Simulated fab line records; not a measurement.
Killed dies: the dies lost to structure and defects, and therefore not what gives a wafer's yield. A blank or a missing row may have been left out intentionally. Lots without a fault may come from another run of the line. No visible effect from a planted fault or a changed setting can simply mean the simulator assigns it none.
Which tool is to blame?	flow rit-cmos	14 lots with 42 wafers sampled at 2 steps, on a route of 202 steps

WHAT THE GAUGES SHOWED, per wafer
The record lacks any reading of a measuring or inspecting step that a usual standard deviation could be used to judge.

EACH LOT AND THE TOOL THAT RAN IT (in order: tool; ch and the chambers of the sampled wafers; start)
lot	RIT_FOX1_OXIDATION_00	RIT_M1_PROBE_99
L110	furnace-01 ch 0, day 1 18:18	-
L111	furnace-02 ch 0, day 1 20:43	-
L112	furnace-02 ch 0, day 2 01:44	-
L113	furnace-01 ch 0, day 2 08:03	-
L114	furnace-02 ch 0, day 2 11:43	-
L118	furnace-01 ch 0, day 3 09:07	-
L119	furnace-02 ch 0, day 3 12:50	-
L121	furnace-01 ch 0, day 4 00:17	-
L125	furnace-04 ch 0, day 4 19:20	-
L127	furnace-02 ch 0, day 5 04:31	-
L128	furnace-04 ch 0, day 5 12:47	-
L129	furnace-04 ch 0, day 5 14:39	prober-01, day 7 10:53
L132	furnace-02 ch 0, day 6 05:41	prober-02, day 7 23:55
L133	furnace-02 ch 0, day 6 10:39	-
- RIT_FOX1_OXIDATION_00: target thk 350.7 nm, ox time 1130 s.
- RIT_M1_PROBE_99

WHAT THE TOOLS THEMSELVES READ (means of the sampled wafers that have a number; where no wafer has one, the mark that the record gives instead)
RIT_FOX1_OXIDATION_00.
lot	tool	spike-tc-centre-C (C)	spike-tc-load-C (C)	spike-tc-source-C (C)	tube-center-temp-C (C)	tube_center_temp_C_max
L110	furnace-01	1101.9	1129.0	1128.0	1100	1103.2
L111	furnace-02	1100.8	1124.9	1127.3	1100	1102.8
L112	furnace-02	1102.7	1124.5	1127.7	1100	1103.0
L113	furnace-01	1101.8	1128.0	1128.4	1100	1102.3
L114	furnace-02	1101.8	1124.8	1126.7	1100	1103.4
L118	furnace-01	1090.3	1116.4	1117.9	1088	1090.8
L119	furnace-02	1102.4	1124.4	1127.1	1100	1102.7
L121	furnace-01	1089.9	1116.4	1116.5	1088	1090.5
L125	furnace-04	1102.7	1128.7	1125.7	1100	1102.9
L127	furnace-02	1102.4	1124.7	1128.5	1100	1102.8
L128	furnace-04	1102.7	1128.3	1126.8	1100	1103.0
L129	furnace-04	1102.7	1128.7	1126.7	1100	1102.2
L132	furnace-02	1101.7	1125.0	1126.9	1100	1102.7
L133	furnace-02	1102.5	1125.5	1126.9	1100	1102.5

RIT_M1_PROBE_99.
lot	tool	killed-at-contacts	killed-at-front-end	killed-dies	killed-open	killed-short
L129	prober-01	0.0	8	8	4.7	3.7
L132	prober-02	0.3	5	5	2.7	2.3

THE ANSWER, worked out from the rows above alone
Rule: the usual values come from the lots themselves. Put in order of their means at a reading, lots are off if they are a third of the lots or fewer, leave a main group of 4 or more, and stand apart from it by a gap of 3 or more times the standard deviation of the main group's means; of several such gaps the widest counts. A main group is skipped when, at the precision printed for the reading in the tables above, its means are all equal. A lot without any number at a reading at which 4 lots or more have one is off too. All remaining lots with rows at the step are treated as sound. The gauges are gone through in route order, then the tools' own readings, and for those a lot's mean is taken as printed above. The first step at which some lot is off is used, and at that step the reading that is off furthest; a lot without a number counts as furthest.
Off, at RIT_FOX1_OXIDATION_00 on tube_center_temp_C_max: L118, L121. Main group: mean 1102.8, sd 0.33.
A tool fits if, at that step or a process step before it, it ran every lot that is off, and no sound lot after the first of them. One candidate fits, namely furnace-01 at RIT_FOX1_OXIDATION_00. A fault onset in the window from L113 (day 2 08:03, its last sound lot) to L118 (day 3 09:07, its first lot off) fits.
The tool's own readings at RIT_FOX1_OXIDATION_00 bear it out: on the lots that are off they differ by more than 5 times the standard deviation of the sound lots' means. spike-tc-centre-C reads 1090.1 C there against 1102.2 C on the sound lots; spike-tc-load-C reads 1116.4 C there against 1126.4 C on the sound lots; spike-tc-source-C reads 1117.2 C there against 1127.2 C on the sound lots; tube-center-temp-C reads 1088 C there against 1100 C on the sound lots; tube_center_temp_C_max reads 1090.7 there against 1102.8 on the sound lots.

WHAT THE SIMULATOR PUT IN
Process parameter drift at RIT_FOX1_OXIDATION_00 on furnace-01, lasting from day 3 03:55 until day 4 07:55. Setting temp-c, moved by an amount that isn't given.
Shown lots that were struck: L118, L121. This agrees with what the rule above found.
